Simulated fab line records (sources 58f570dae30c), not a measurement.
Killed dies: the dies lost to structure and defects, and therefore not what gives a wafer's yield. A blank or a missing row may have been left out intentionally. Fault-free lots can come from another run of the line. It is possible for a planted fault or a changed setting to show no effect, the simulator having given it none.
Which tool is to blame? / flow berkeley_cmos170 / route of 331 steps, sampled at 1 step: 7 lots, 21 wafers

## WHAT THE GAUGES READ, wafer by wafer
UCB170_V1_CD_MEAS_12 targets a cd of 700 nm.
lot=L825; measured=day 7 22:15; on=cd_sem-02; cd_nm (nm)=700.7 699.8 700.3
lot=L831; measured=day 9 01:39; on=cd_sem-02; cd_nm (nm)=702.1 703.9 703.6
lot=L836; measured=day 10 03:41; on=cd_sem-02; cd_nm (nm)=697.9 697.8 699.6
lot=L842; measured=day 10 23:59; on=cd_sem-01; cd_nm (nm)=702.6 700.2 701.5
lot=L843; measured=day 11 02:18; on=cd_sem-02; cd_nm (nm)=700.7 700.9 699.7
lot=L846; measured=day 12 07:10; on=cd_sem-01; cd_nm (nm)=702.5 701.8 702.4
lot=L847; measured=day 12 21:44; on=cd_sem-02; cd_nm (nm)=701.8 703.7 703.4

## EACH LOT AND THE TOOL THAT RAN IT (in order: tool; ch and the chambers of the sampled wafers; start)
The record holds no process step before these readings.

## THE ANSWER, worked out from the rows above alone
Rule: usual is defined by the lots themselves. Put in order of their means at a reading, lots are off if they are a third of the lots or fewer, leave a main group of 4 or more, and stand apart from it by a gap of 3 or more times the standard deviation of the main group's means; of several such gaps the widest counts. A main group is skipped when, at the precision printed for the reading in the tables above, its means are all equal. Also off: a lot with no number at a reading for which 4 or more lots have one. Where the step has rows for the other lots, those lots are counted as sound.
Across all readings shown, no lot is off: no conclusion can be drawn from this.

## WHAT THE SIMULATOR PUT IN
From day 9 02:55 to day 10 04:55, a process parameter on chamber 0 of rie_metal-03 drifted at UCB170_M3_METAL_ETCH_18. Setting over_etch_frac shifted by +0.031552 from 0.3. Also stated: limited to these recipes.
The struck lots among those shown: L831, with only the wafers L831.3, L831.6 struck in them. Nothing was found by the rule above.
